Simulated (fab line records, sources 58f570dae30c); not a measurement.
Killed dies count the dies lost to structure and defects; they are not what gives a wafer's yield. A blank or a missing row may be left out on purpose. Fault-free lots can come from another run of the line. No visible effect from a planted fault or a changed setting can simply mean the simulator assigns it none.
Which tool did it? ; flow berkeleyCmos170 ; 7 lots, 21 wafers sampled, at 1 step of a route of 331

== WHAT THE GAUGES SHOWED, per wafer ==
UCB170_PWELL_OVL_MEAS_13.
lot;measured;on;PWELL_OVL (nm)
L883;day 3 17:35;overlay-02;-13 -13 3
L888;day 4 10:42;overlay-02;7 9 -2
L890;day 4 18:59;overlay-02;-12 -12 -8
L892;day 5 08:46;overlay-01;-3 -4 -12
L898;day 6 13:43;overlay-02;-8 3 1
L902;day 7 07:16;overlay-02;0 1 0
L903;day 7 15:28;overlay-02;4 -3 -3

== EACH LOT AND THE TOOL THAT RAN IT (in order: tool; ch and the chambers of the sampled wafers; start) ==
The record shows no process step preceding these readings.

== THE ANSWER, worked out from the rows above alone ==
Rule: the usual values come from the lots themselves. Put in order of their means at a reading, lots are off if they are a third of the lots or fewer, leave a main group of 4 or more, and stand apart from it by a gap of 3 or more times the standard deviation of the main group's means; of several such gaps the widest counts. The tables above print the reading to a certain number of digits; a main group whose means all agree to those digits is not used. Also off: a lot with no number at a reading for which 4 or more lots have one. The other lots that the step has rows for count as sound.
Across all readings shown, no lot is off: no conclusion can be drawn from this.

== WHAT THE SIMULATOR HAD INSERTED ==
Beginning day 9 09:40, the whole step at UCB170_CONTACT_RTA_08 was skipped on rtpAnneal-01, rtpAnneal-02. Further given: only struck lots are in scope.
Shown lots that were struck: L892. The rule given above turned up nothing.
